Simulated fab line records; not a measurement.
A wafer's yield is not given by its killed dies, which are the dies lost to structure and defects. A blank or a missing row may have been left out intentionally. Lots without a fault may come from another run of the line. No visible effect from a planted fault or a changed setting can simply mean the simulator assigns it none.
2 desks, one fault :: flow berkeley_cmos170 :: what lay behind the numbers comes last; until then each desk has only its own

## THE METROLOGY DESK
What the gauges read, lot by lot, whatever tool the lot ran on: means of the sampled wafers that have a number. Marked OUT: a lot whose mean sits more than 4 standard deviations from the usual mean, which makes it out of limits; the brackets give that distance.
Columns: A = cd_nm at UCB170_ACTIVE_CD_MEAS_90, usual 1200.3 nm; B = PLDD_OVL at UCB170_PLDD_OVL_MEAS_07, usual 2 nm
lot: L473
first seen here: day 4 14:02
A: 1199.5
B: 8

lot: L474
first seen here: day 4 14:17
A: 1199.4
B: 4

lot: L475
first seen here: day 5 08:29
A: 1200.6
B: 2

lot: L476
first seen here: day 5 08:37
A: 1198.2
B: 9

lot: L478
first seen here: day 5 13:34
A: 1201.1
B: 4

lot: L479
first seen here: day 6 06:06
A: 1199.1
B: 3

lot: L481
first seen here: day 6 06:12
A: 1200.1
B: 2

lot: L480
first seen here: day 6 06:23
A: 1200.7
B: 6

lot: L486
first seen here: day 7 13:21
A: 1201.9
B: 6

lot: L488
first seen here: day 7 20:01
A: 1196.1
B: 2

lot: L492
first seen here: day 8 19:11
A: 1200.5
B: 6

lot: L493
first seen here: day 8 19:24
A: 1200.8
B: -1

lot: L495
first seen here: day 9 03:38
A: 1200.3
B: -4

lot: L496
first seen here: day 9 03:59
A: 1200.1
B: -10
This desk's finding: nothing out of limits on any of the 14 lots.

## DESK OF THE TOOL OWNER: rie_diel-04
The tool's own readings at UCB170_SPACER_ETCHBACK_03 (etches SiO2 in CHF3/CF4/Ar, stops on Si, target depth 376 nm, time 100 s): means of the sampled wafers that have a number, for each lot that ran on this tool. Marked OUT: a lot whose mean sits more than 4 standard deviations from the usual mean, which makes it out of limits; the brackets give that distance.
Columns: A = drypump_motor_current_A at UCB170_SPACER_ETCHBACK_03, usual 5.8 A; B = oes_product_au at UCB170_SPACER_ETCHBACK_03, usual 0.896 a.u.; C = run_length_s at UCB170_SPACER_ETCHBACK_03, usual 128.3 s; D = throttle_valve_pct at UCB170_SPACER_ETCHBACK_03, usual 6.46 %
lot: L474
first seen here: day 7 01:51
A: 5.5
B: 0.902
C: 128.7
D: 6.57

lot: L475
first seen here: day 8 00:30
A: 5.9
B: 0.913
C: 128.2
D: 6.51

lot: L481
first seen here: day 9 02:10
A: 5.9
B: 1.002 (+8.2) OUT
C: 88.1 (-73) OUT
D: 6.53

lot: L479
first seen here: day 9 02:14
A: 5.9
B: 1.007 (+8.6) OUT
C: 88.3 (-73) OUT
D: 6.54

lot: L496
first seen here: day 11 20:19
A: 5.5
B: 0.885
C: 128.2
D: 6.57
This desk's finding: out of limits on L479, L481; first on L481, day 9 02:10 (oes_product_au at UCB170_SPACER_ETCHBACK_03). L474, L475, L496: within limits.

## ALL TOGETHER
The tool owner's desk could have raised an alarm at day 9 02:10, on L479, L481.
From the metrology desk's view, nothing was out of limits.
The metrology desk has L479, L481 on record, within its limits.
UCB170_SPACER_ETCHBACK_03 was run on rie_diel-04 by each of the lots named.

## WHAT THE SIMULATOR HAD PUT IN
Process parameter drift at UCB170_SPACER_ETCHBACK_03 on rie_diel-04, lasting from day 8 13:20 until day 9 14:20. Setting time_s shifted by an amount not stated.
Shown lots that were struck: L479, L481.
How many hours passed from the start of the fault until each desk's first out-of-limits reading: the tool owner's desk, 13.
